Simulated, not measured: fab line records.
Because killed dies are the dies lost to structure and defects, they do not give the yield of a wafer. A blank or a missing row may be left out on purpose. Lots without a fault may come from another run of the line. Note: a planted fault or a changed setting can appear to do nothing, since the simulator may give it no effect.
Which of the tools did it? -- flow rit_cmos -- 16 lots with 48 wafers sampled at 3 steps, on a route of 202 steps

WHAT THE GAUGES SHOWED, per wafer
RIT_NLDD_TW_MEAS_10. Usual: NLDD_TW typically reads 2488, with standard deviation 18.
lot,measured,on,NLDD_TW,flag
L791,day 3 00:32,film_metro-02,2503 2512 2518,
L792,day 3 05:44,film_metro-03,2490 2490 2508,
L793,day 3 07:44,film_metro-01,2471 2475 2475,
L794,day 3 15:21,film_metro-01,2467 2472 2462,
L795,day 3 23:10,film_metro-01,2466 2458 2471,
L796,day 3 23:24,film_metro-02,2509 2510 2513,
L797,day 4 02:34,film_metro-03,2489 2485 2477,
L798,day 4 10:59,film_metro-01,2466 2462 2464,
L799,day 4 12:29,film_metro-03,2470 2495 2490,
L800,day 4 20:13,film_metro-01,2457 2468 2466,
L801,day 5 03:47,film_metro-01,2469 2463 2466,
L802,day 5 06:10,film_metro-03,2477 2498 2492,
L803,day 5 07:52,film_metro-03,1338 1332 1329,OFF
L804,day 5 16:22,film_metro-03,1334 1340 1331,OFF
L805,day 5 22:24,film_metro-01,1308 1311 1314,OFF
L806,day 6 07:07,film_metro-01,1323 1326 1330,OFF

RIT_SDANNEAL_RS_MEAS_07: measurement is done with a four-point probe. Usual: NLDD_RS typically reads 151.3 ohm/sq, with standard deviation 0.49.
lot,measured,on,NLDD_RS (ohm/sq),flag
L791,day 3 08:25,film_metro-03,151.0 151.2 150.9,
L792,day 3 15:03,film_metro-03,150.2 150.8 150.9,
L793,day 3 18:35,film_metro-01,151.8 151.2 151.2,
L794,day 4 01:13,film_metro-03,150.6 150.9 151.4,
L795,day 4 07:18,film_metro-03,151.7 152.2 151.5,
L796,day 4 08:36,film_metro-01,151.3 151.4 151.6,
L797,day 4 10:54,film_metro-03,151.7 151.8 152.4,
L798,day 4 19:42,film_metro-01,150.5 151.1 151.4,
L799,day 4 20:29,film_metro-02,150.8 151.1 150.7,
L800,day 5 04:06,film_metro-03,150.4 150.8 150.2,
L801,day 5 11:56,film_metro-01,152.0 151.8 151.8,
L802,day 5 15:14,film_metro-03,151.9 152.0 151.4,
L803,day 5 16:04,film_metro-02,81.6 81.6 81.7,OFF
L804,day 6 00:17,film_metro-03,81.4 81.4 81.4,OFF
L805,day 6 06:28,film_metro-03,81.3 81.6 81.5,OFF
L806,day 6 14:58,film_metro-01,81.6 81.6 81.6,OFF

EACH LOT AND THE TOOL THAT RAN IT (in order: tool; ch and the chambers of the sampled wafers; start)
lot,RIT_NLDD_IMPLANT_08
L791,"implanter-01 ch 0, day 3 00:12"
L792,"implanter-01 ch 0, day 3 05:25"
L793,"implanter-01 ch 0, day 3 07:26"
L794,"implanter-01 ch 0, day 3 15:02"
L795,"implanter-03 ch 0, day 3 22:52"
L796,"implanter-02 ch 0, day 3 23:05"
L797,"implanter-01 ch 0, day 4 02:14"
L798,"implanter-01 ch 0, day 4 10:40"
L799,"implanter-01 ch 0, day 4 12:11"
L800,"implanter-01 ch 0, day 4 19:53"
L801,"implanter-03 ch 0, day 5 03:28"
L802,"implanter-01 ch 0, day 5 05:51"
L803,"implanter-01 ch 0, day 5 07:32"
L804,"implanter-01 ch 0, day 5 16:03"
L805,"implanter-02 ch 0, day 5 22:05"
L806,"implanter-03 ch 0, day 6 06:49"
- RIT_NLDD_IMPLANT_08

WHAT THE TOOLS THEMSELVES READ (means of the sampled wafers that have a number; where no wafer has one, the mark that the record gives instead)
The record holds no such reading with a usual standard deviation.

THE ANSWER, worked out from the rows above alone
Rule: a lot is off if the mean of its wafers that have a number lies more than 3 standard deviations from the usual mean. Also off: a lot with no number at a reading for which 4 or more lots have one. Any other lot the step has rows for is counted as sound. First the gauges in route order, then the tools' own readings, where a lot's mean is used as printed above. At the first step where some lot is off, the reading lying furthest off is the one used; lots without a number count as furthest.
Off: L803, L804, L805, L806, at RIT_NLDD_TW_MEAS_10 (NLDD_TW).
A tool fits if, at a process step before that reading, it ran every lot that is off, and no sound lot after the first of them. Those tools and the gauges at RIT_NLDD_TW_MEAS_10 are tried in the same way. Not one of the candidates tried fits.

WHAT THE SIMULATOR HAD INSERTED
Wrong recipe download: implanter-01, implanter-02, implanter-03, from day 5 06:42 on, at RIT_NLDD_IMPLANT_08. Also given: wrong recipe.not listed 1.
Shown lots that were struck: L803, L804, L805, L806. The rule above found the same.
